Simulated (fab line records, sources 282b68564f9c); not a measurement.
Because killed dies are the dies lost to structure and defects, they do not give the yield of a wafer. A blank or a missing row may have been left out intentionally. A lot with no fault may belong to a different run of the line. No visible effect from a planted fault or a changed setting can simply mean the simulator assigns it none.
fab line records -- flow rit_cmos
record: lots: 5, wafers: 23
route steps=202 shown PLDD@121 SPACER@128 NSD@133 SDANNEAL@156 PSD@157 CONTACT@173 M1@188
start_h: hours from the record's opening day to when the first of the lot's shown wafers began -- wait_h: hours elapsed since this lot's preceding step -- " repeats the value in the row above -- L1.1+2: several wafers, shown together as one row -- - either no value or no given start -- * or withheld: withheld -- < > ~ a bound
route shown NAME@n: NAME is a module with steps in the file, n the number in the route of the first one -- usual: average and standard deviation across the fault-free wafers -- same: alike in all rows -- chamber/n: place in a boat -- sites: readings site by site -- _std_site: standard deviation across them -- _edge_site: inner sites' mean taken away from outer sites' mean -- radius_mm: how far each site lies from the wafer's centre -- mask NAME#n: copy n -- behind: the most recent tool/chamber to have shaped the wafer -- hold: why the lot was held/for how many hours/how that ended -- device: transistor that didn't switch, given as n, p or np -- end of line: at the end of the route, the tests of the same wafers -- step lacking rows: just its recipe -- killed: at the first sort, the dies lost to defects and structure; wafer yield is something else -- map: dies across one wafer; x = killed, . = not, _ = none there
set.NAME: setting as actually run; set.NAME@STEP: the setting as run at that earlier step -- model.NAME: the simulator's own value behind a step, which no gauge read
lots run with intentionally changed settings; tables by step, rows by wafer
== steps ==
step: RIT_PLDD_HARDBAKE_07
recipe: resist: NOVOLAK, temp_c: 140, time_s: 60
lot.wafer,tool,chamber,start_h,wait_h,set.temp_c
L074.1+3+5,litho_track-04,0,44.40,0.0,140
L075.1+2+4+5+6,litho_track-04,0,49.30,0.1,140
L077.1+3,litho_track-02,0,58.94,0.0,140
L077.2+4+5,litho_track-02,0,58.94,0.0,136.6
L081.1+2+3+5+6,litho_track-02,0,79.19,0.0,140
L083.1+2+5,litho_track-01,0,88.78,0.0,140
L083.3+4,litho_track-01,0,88.78,0.0,141.2
step: RIT_PLDD_IMPLANT_08
recipe: species: BF2, energy_kev: 19.71, dose_cm2: 9e+14, tilt_deg: 7
step: RIT_PLDD_STRIP_09
recipe: chemistry: O2, time_s: 180, resist: NOVOLAK, platen_temp_c: withheld, power_w: 500, pressure_mtorr: 4000, o2_flow_sccm: 4000
step: RIT_SPACER_CVD_03
recipe: material: Si3N4, target_thk_nm: 250, temp_c: 810, precursor: SiH2Cl2/NH3, time_s: 3300, pressure_mtorr: 300, sih2cl2_flow_sccm: 60, nh3_flow_sccm: 150
step: RIT_SPACER_ETCHBACK_05
recipe: target_depth_a: 2500, SF6_flow_sccm: 30, CHF3_flow_sccm: 30, target: Si3N4, chemistry: SF6/CHF3, pressure_mtorr: 40, rf_w: 250, time_s: 240, stop_on: SiO2
lot.wafer,tool,chamber,start_h,wait_h,set.sih4_flow_sccm@GATE_CVD_08,model.poly-Si_of_GATE_CVD_08.thk_nm
L074.1,rie_diel-02,3,47.28,0.1,100,169.5
L074.3,rie_diel-02,0,47.28,0.1,100,168.8
L074.5,rie_diel-02,0,47.28,0.1,100,170.4
L075.1,rie_diel-03,1,53.14,0.1,100,164.2
L075.2,rie_diel-03,3,53.14,0.1,100,168.8
L075.4,rie_diel-03,0,53.14,0.1,100,170.2
L075.5,rie_diel-03,1,53.14,0.1,100,165
L075.6,rie_diel-03,0,53.14,0.1,100,168.5
L077.1,rie_diel-01,1,61.85,0.1,100,166.9
L077.2,rie_diel-01,0,61.85,0.1,100,169.6
L077.3,rie_diel-01,3,61.85,0.1,100,167
L077.4,rie_diel-01,2,61.85,0.1,100,166.7
L077.5,rie_diel-01,2,61.85,0.1,100,164.7
L081.1,rie_diel-01,3,83.33,0.1,107.7,183.6
L081.2,rie_diel-01,2,83.33,0.1,107.7,186.1
L081.3,rie_diel-01,0,83.33,0.1,107.7,187
L081.5,rie_diel-01,3,83.33,0.1,107.7,186.6
L081.6,rie_diel-01,2,83.33,0.1,107.7,187.9
L083.1,rie_diel-02,1,91.86,0.1,106,183.2
L083.2,rie_diel-02,0,91.86,0.1,106,182.9
L083.3,rie_diel-02,2,91.86,0.1,106,183.4
L083.4,rie_diel-02,0,91.86,0.1,106,182.8
L083.5,rie_diel-02,1,91.86,0.1,106,183.1
step: RIT_NSD_SOFTBAKE_02
recipe: resist: NOVOLAK, temp_c: 90, time_s: 60
lot.wafer,tool,chamber,start_h,wait_h,set.temp_c
L074.1+3+5,litho_track-04,0,47.73,0.1,90
L075.1+5+6,litho_track-04,0,53.59,0.1,90
L075.2+4,litho_track-04,0,53.59,0.1,93.06
L077.1+2+3+4+5,litho_track-04,0,62.30,0.1,90
L081.1+2+3,litho_track-03,0,83.78,0.1,86.51
L081.5+6,litho_track-03,0,83.78,0.1,90
L083.1+3+5,litho_track-04,0,92.36,0.1,91.27
L083.2+4,litho_track-04,0,92.36,0.1,90
step: RIT_NSD_EXPOSE_03
recipe: mask_id: M9, na: 0.57, target_cd_nm: 40700, dose_mj: 250
step: RIT_NSD_PEB_04
recipe: resist: NOVOLAK, temp_c: withheld, time_s: withheld
step: RIT_NSD_DEVELOP_05
recipe: resist: NOVOLAK, develop_time_s: 50, dev_temp_c: 23
lot.wafer,tool,chamber,start_h,wait_h,set.temp_c@NSD_SOFTBAKE_02,model.NOVOLAK_of_NSD_COAT_01.thk_nm
L074.1,litho_track-02,0,-,-,90,996.2
L074.3,litho_track-02,0,-,-,90,997
L074.5,litho_track-02,0,-,-,90,997.8
L075.1,litho_track-02,0,-,-,90,1001
L075.2,litho_track-02,0,-,-,93.06,994.7
L075.4,litho_track-02,0,-,-,93.06,995.3
L075.5+6,litho_track-02,0,-,-,90,1004
L077.1,litho_track-02,0,-,-,90,998.3
L077.2+4,litho_track-02,0,-,-,90,1000
L077.3,litho_track-02,0,-,-,90,996.6
L077.5,litho_track-02,0,-,-,90,999.9
L081.1+2,litho_track-03,0,-,-,86.51,1012
L081.3,litho_track-03,0,-,-,86.51,1014
L081.5,litho_track-03,0,-,-,90,1001
L081.6,litho_track-03,0,-,-,90,1002
L083.1,litho_track-04,0,-,-,91.27,996.7
L083.2,litho_track-04,0,-,-,90,1000
L083.3,litho_track-04,0,-,-,91.27,997.2
L083.4,litho_track-04,0,-,-,90,999.4
L083.5,litho_track-04,0,-,-,91.27,995.9
step: RIT_NSD_IMPLANT_08
recipe: species: P, energy_kev: 25, dose_cm2: 1e+15, tilt_deg: 7
lot.wafer,tool,chamber,start_h,wait_h,set.energy_kev,model.implant.rp_nm,model.implant.drp_nm
L074.1+3+5,implanter-03,0,48.46,0.1,25,32.75,14.84
L075.1+5,implanter-01,0,54.45,0.1,25,32.36,14.84
L075.2+4+6,implanter-01,0,54.45,0.1,26.33,33.51,15.31
L077.1+2+4,implanter-02,0,63.04,0.1,24.44,32.13,14.64
L077.3+5,implanter-02,0,63.04,0.1,25,32.63,14.84
L081.1+2+3+5+6,implanter-03,0,84.52,0.1,25,31.07,14.84
L083.1+2+3+4+5,implanter-03,0,93.09,0.1,25,31.91,14.84
step: RIT_SDANNEAL_RTA_03
recipe: temp_c: 1050, time_s: 5, idle_temp_c: 600, ramp_up_c_per_s: 342, ramp_down_c_per_s: 171, cool_to_c: 600, ambient: N2
lot.wafer,tool,chamber,start_h,wait_h,set.time_s
L074.1+3+5,rtp_anneal-02,0,50.97,0.0,5
L075.1+2+5,rtp_anneal-01,0,56.82,0.0,4.766
L075.4+6,rtp_anneal-01,0,56.82,0.0,5
L077.1+2+3,rtp_anneal-01,0,65.47,0.0,5.281
L077.4+5,rtp_anneal-01,0,65.47,0.0,5
L081.1+2+3+5+6,rtp_anneal-01,0,86.82,0.0,5
L083.1+5,rtp_anneal-01,0,95.57,0.0,5
L083.2+3+4,rtp_anneal-01,0,95.57,0.0,5.347
step: RIT_SDANNEAL_RS_MEAS_04
recipe: thk_meas_gauge: four-point-probe
usual: PSD_RS: 116.1/0.33
lot.wafer,tool,chamber,start_h,wait_h,set.time_s@SDANNEAL_RTA_03,PSD_RS[ohm/sq]
L074.1,film_metro-04,-,51.03,0.0,5,116.0
L074.3,film_metro-04,-,51.03,0.0,5,116.2
L074.5,film_metro-04,-,51.03,0.0,5,116.6
L075.1,film_metro-01,-,56.94,0.1,4.766,117.3
L075.2,film_metro-01,-,56.94,0.1,4.766,116.9
L075.4,film_metro-01,-,56.94,0.1,5,115.8
L075.5,film_metro-01,-,56.94,0.1,4.766,117.0
L075.6,film_metro-01,-,56.94,0.1,5,116.2
L077.1,film_metro-01,-,65.52,0.0,5.281,115.8
L077.2,film_metro-01,-,65.52,0.0,5.281,115.9
L077.3,film_metro-01,-,65.52,0.0,5.281,115.8
L077.4,film_metro-01,-,65.52,0.0,5,116.4
L077.5,film_metro-01,-,65.52,0.0,5,116.5
L081.1,film_metro-03,-,86.87,0.0,5,115.9
L081.2,film_metro-03,-,86.87,0.0,5,115.8
L081.3,film_metro-03,-,86.87,0.0,5,115.8
L081.5,film_metro-03,-,86.87,0.0,5,115.6
L081.6,film_metro-03,-,86.87,0.0,5,115.8
L083.1,film_metro-04,-,95.63,0.0,5,116.4
L083.2,film_metro-04,-,95.63,0.0,5.347,115.4
L083.3,film_metro-04,-,95.63,0.0,5.347,115.1
L083.4,film_metro-04,-,95.63,0.0,5.347,115.4
L083.5,film_metro-04,-,95.63,0.0,5,116.0
step: RIT_CONTACT_EXPOSE_05
recipe: mask_id: M11, na: 0.6, source_shape: conventional, sigma_outer: 0.5, target_cd_nm: 1000, dose_mj: 250
lot.wafer,tool,chamber,start_h,wait_h,mask,set.dose_mj
L074.1+3+5,iline_stepper-02,0,52.78,0.2,M11#0,250
L075.1+4+5,iline_stepper-01,0,58.69,0.2,M11#0,250
L075.2+6,iline_stepper-01,0,58.69,0.2,M11#0,242.3
L077.1+4+5,iline_stepper-02,0,67.21,0.2,M11#0,262.6
L077.2+3,iline_stepper-02,0,67.21,0.2,M11#0,250
L081.1+3,iline_stepper-01,0,88.44,0.1,M11#0,250
L081.2+5+6,iline_stepper-01,0,88.44,0.1,M11#0,237.8
L083.1+2,iline_stepper-02,0,97.62,0.2,M11#0,250
L083.3+4+5,iline_stepper-02,0,97.62,0.2,M11#0,240.7
step: RIT_CONTACT_PEB_06
recipe: resist: NOVOLAK, temp_c: withheld, time_s: withheld
step: RIT_CONTACT_DEVELOP_07
recipe: resist: NOVOLAK, develop_time_s: 120, dev_temp_c: 21.94
lot.wafer,tool,chamber,start_h,wait_h,set.dose_mj@CONTACT_EXPOSE_05,model.CONTACT.cd_nm
L074.1,litho_track-03,0,-,-,250,998.6
L074.3,litho_track-03,0,-,-,250,999.6
L074.5,litho_track-03,0,-,-,250,1000
L075.1,litho_track-01,0,-,-,250,998.1
L075.2,litho_track-01,0,-,-,242.3,988.3
L075.4,litho_track-01,0,-,-,250,1000
L075.5,litho_track-01,0,-,-,250,1001
L075.6,litho_track-01,0,-,-,242.3,989.7
L077.1,litho_track-03,0,-,-,262.6,1010
L077.2,litho_track-03,0,-,-,250,997.5
L077.3,litho_track-03,0,-,-,250,999.9
L077.4,litho_track-03,0,-,-,262.6,1012
L077.5,litho_track-03,0,-,-,262.6,1014
L081.1,litho_track-03,0,-,-,250,999.7
L081.2,litho_track-03,0,-,-,237.8,983.1
L081.3,litho_track-03,0,-,-,250,1001
L081.5,litho_track-03,0,-,-,237.8,985.5
L081.6,litho_track-03,0,-,-,237.8,982.9
L083.1,litho_track-03,0,-,-,250,994.4
L083.2,litho_track-03,0,-,-,250,995.9
L083.3,litho_track-03,0,-,-,240.7,983.9
L083.4,litho_track-03,0,-,-,240.7,983.1
L083.5,litho_track-03,0,-,-,240.7,982.8
step: RIT_CONTACT_CD_MEAS_08
recipe: target_cd_nm: 1000
usual: cd_nm: 999.4/2.1
lot.wafer,tool,chamber,start_h,wait_h,set.dose_mj@CONTACT_EXPOSE_05,cd_nm
L074.1,cd_sem-01,-,53.29,-,250,998.6
L074.3,cd_sem-01,-,53.29,-,250,999.5
L074.5,cd_sem-01,-,53.29,-,250,1000.2
L075.1,cd_sem-01,-,59.21,-,250,998.2
L075.2,cd_sem-01,-,59.21,-,242.3,988.2
L075.4,cd_sem-01,-,59.21,-,250,1000.4
L075.5,cd_sem-01,-,59.21,-,250,1000.8
L075.6,cd_sem-01,-,59.21,-,242.3,989.8
L077.1,cd_sem-01,-,67.77,-,262.6,1010.4
L077.2,cd_sem-01,-,67.77,-,250,997.8
L077.3,cd_sem-01,-,67.77,-,250,999.7
L077.4,cd_sem-01,-,67.77,-,262.6,1012.4
L077.5,cd_sem-01,-,67.77,-,262.6,1013.9
L081.1,cd_sem-01,-,88.95,-,250,999.7
L081.2,cd_sem-01,-,88.95,-,237.8,982.8
L081.3,cd_sem-01,-,88.95,-,250,1001.1
L081.5,cd_sem-01,-,88.95,-,237.8,985.7
L081.6,cd_sem-01,-,88.95,-,237.8,983.1
L083.1,cd_sem-02,-,98.17,-,250,994.4
L083.2,cd_sem-02,-,98.17,-,250,995.9
L083.3,cd_sem-02,-,98.17,-,240.7,983.6
L083.4,cd_sem-02,-,98.17,-,240.7,983.1
L083.5,cd_sem-02,-,98.17,-,240.7,983.2
step: RIT_CONTACT_ETCH_11
recipe: target_depth_a: 4800, over_etch_frac: 0.2, stop_on: TiSi2, chemistry: CHF3/CF4/Ar, target: SiO2, CHF3_flow_sccm: 50, cf4_flow_sccm: 10, Ar_flow_sccm: 100, O2_flow_sccm: 5, pressure_mtorr: 100, rf_w: 200, time_s: 320
lot.wafer,tool,chamber,start_h,wait_h,set.rf_w
L074.1+3+5,rie_diel-02,"1,2,2",53.60,0.1,200
L075.1+2,rie_diel-03,"2,1",59.52,0.1,210
L075.4+5+6,rie_diel-03,"0,0,1",59.52,0.1,200
L077.1+3,rie_diel-04,"0,1",68.08,0.1,221.6
L077.2+4+5,rie_diel-04,"3,2,0",68.08,0.1,200
L081.1+2+3+5+6,rie_diel-04,"3,2,0,2,1",89.36,0.1,200
L083.1+4+5,rie_diel-02,"0,1,0",98.48,0.1,200
L083.2+3,rie_diel-02,"2,1",98.48,0.1,189
step: RIT_CONTACT_STRIP_12
recipe: chemistry: O2, time_s: 180, resist: NOVOLAK, platen_temp_c: withheld, power_w: 500, pressure_mtorr: 4000, o2_flow_sccm: 4000
step: RIT_CONTACT_CD_MEAS_90
recipe: target_cd_nm: 1000
usual: cd_nm: 999.4/2.1
lot.wafer,tool,chamber,start_h,wait_h,set.dose_mj@CONTACT_EXPOSE_05,cd_nm
L074.1,cd_sem-01,-,53.97,0.1,250,998.4
L074.3,cd_sem-01,-,53.97,0.1,250,999.7
L074.5,cd_sem-01,-,53.97,0.1,250,1000.5
L075.1,cd_sem-01,-,59.89,0.1,250,998.6
L075.2,cd_sem-01,-,59.89,0.1,242.3,989.7
L075.4,cd_sem-01,-,59.89,0.1,250,1000.6
L075.5,cd_sem-01,-,59.89,0.1,250,1001.3
L075.6,cd_sem-01,-,59.89,0.1,242.3,990.1
L077.1,cd_sem-01,-,68.44,0.1,262.6,1010.8
L077.2,cd_sem-01,-,68.44,0.1,250,997.0
L077.3,cd_sem-01,-,68.44,0.1,250,1000.2
L077.4,cd_sem-01,-,68.44,0.1,262.6,1012.9
L077.5,cd_sem-01,-,68.44,0.1,262.6,1014.3
L081.1,cd_sem-01,-,89.73,0.1,250,998.7
L081.2,cd_sem-01,-,89.73,0.1,237.8,983.7
L081.3,cd_sem-01,-,89.73,0.1,250,1001.1
L081.5,cd_sem-01,-,89.73,0.1,237.8,985.8
L081.6,cd_sem-01,-,89.73,0.1,237.8,982.5
L083.1,cd_sem-02,-,98.85,0.1,250,993.6
L083.2,cd_sem-02,-,98.85,0.1,250,996.2
L083.3,cd_sem-02,-,98.85,0.1,240.7,983.3
L083.4,cd_sem-02,-,98.85,0.1,240.7,982.5
L083.5,cd_sem-02,-,98.85,0.1,240.7,982.0
step: RIT_M1_COAT_04
recipe: resist: NOVOLAK, spin_rpm: 2000, resist_thk_nm: 1300
lot.wafer,tool,chamber,start_h,wait_h,set.resist_thk_nm,model.NOVOLAK_of_M1_COAT_04.thk_nm
L074.1,litho_track-02,0,55.06,0.1,1300,1299
L074.3,litho_track-02,0,55.06,0.1,1300,1298
L074.5,litho_track-02,0,55.06,0.1,1300,1303
L075.1,litho_track-04,0,61.00,0.1,1300,1288
L075.2,litho_track-04,0,61.00,0.1,1300,1286
L075.4,litho_track-04,0,61.00,0.1,1300,1289
L075.5,litho_track-04,0,61.00,0.1,1268,1255
L075.6,litho_track-04,0,61.00,0.1,1268,1260
L077.1,litho_track-04,0,69.65,0.1,1275,1281
L077.2,litho_track-04,0,69.65,0.1,1300,1300
L077.3,litho_track-04,0,69.65,0.1,1275,1280
L077.4,litho_track-04,0,69.65,0.1,1300,1302
L077.5,litho_track-04,0,69.65,0.1,1275,1275
L081.1,litho_track-02,0,91.03,0.1,1300,1296
L081.2,litho_track-02,0,91.03,0.1,1327,1322
L081.3,litho_track-02,0,91.03,0.1,1327,1325
L081.5,litho_track-02,0,91.03,0.1,1300,1297
L081.6,litho_track-02,0,91.03,0.1,1300,1299
L083.1+3+5,litho_track-01,0,100.15,0.1,1300,1301
L083.2,litho_track-01,0,100.15,0.1,1300,1304
L083.4,litho_track-01,0,100.15,0.1,1300,1300
== key ==
split: step: RIT_PLDD_HARDBAKE_07, setting: temp_c, stated: 140, by: wafer
response none clear
split: step: RIT_NSD_SOFTBAKE_02, setting: temp_c, stated: 90, by: wafer
response: step: RIT_NSD_DEVELOP_05, reading: model.NOVOLAK_of_NSD_COAT_01.thk_nm, change: -2.65, per: 1%, r: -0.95
split: step: RIT_NSD_IMPLANT_08, setting: energy_kev, stated: 25, by: wafer
response: step: RIT_NSD_IMPLANT_08, reading: model.implant.rp_nm, change: +0.217, per: 1%, r: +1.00
response: step: RIT_NSD_IMPLANT_08, reading: model.implant.drp_nm, change: +0.0888, per: 1%, r: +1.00
split: step: RIT_SDANNEAL_RTA_03, setting: time_s, stated: 5, by: wafer
response: step: RIT_SDANNEAL_RS_MEAS_04, reading: PSD_RS, change: -0.147, per: 1%, r: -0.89
split: step: RIT_CONTACT_EXPOSE_05, setting: dose_mj, stated: 250, by: wafer
response: step: RIT_CONTACT_DEVELOP_07, reading: model.CONTACT.cd_nm, change: +3.12, per: 1%, r: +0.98
response: step: RIT_CONTACT_CD_MEAS_08, reading: cd_nm, change: +3.11, per: 1%, r: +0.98
response: step: RIT_CONTACT_CD_MEAS_90, reading: cd_nm, change: +3.12, per: 1%, r: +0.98
split: step: RIT_CONTACT_ETCH_11, setting: rf_w, stated: 200, by: wafer
response none clear
split: step: RIT_M1_COAT_04, setting: resist_thk_nm, stated: 1300, by: wafer
response: step: RIT_M1_COAT_04, reading: model.NOVOLAK_of_M1_COAT_04.thk_nm, change: +12.2, per: 1%, r: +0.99
split outside_this_file step=RIT_GATE_CVD_08 setting=sih4_flow_sccm
split outside_this_file: this setting was split too, and the file shows its column; the key of that split is in another file
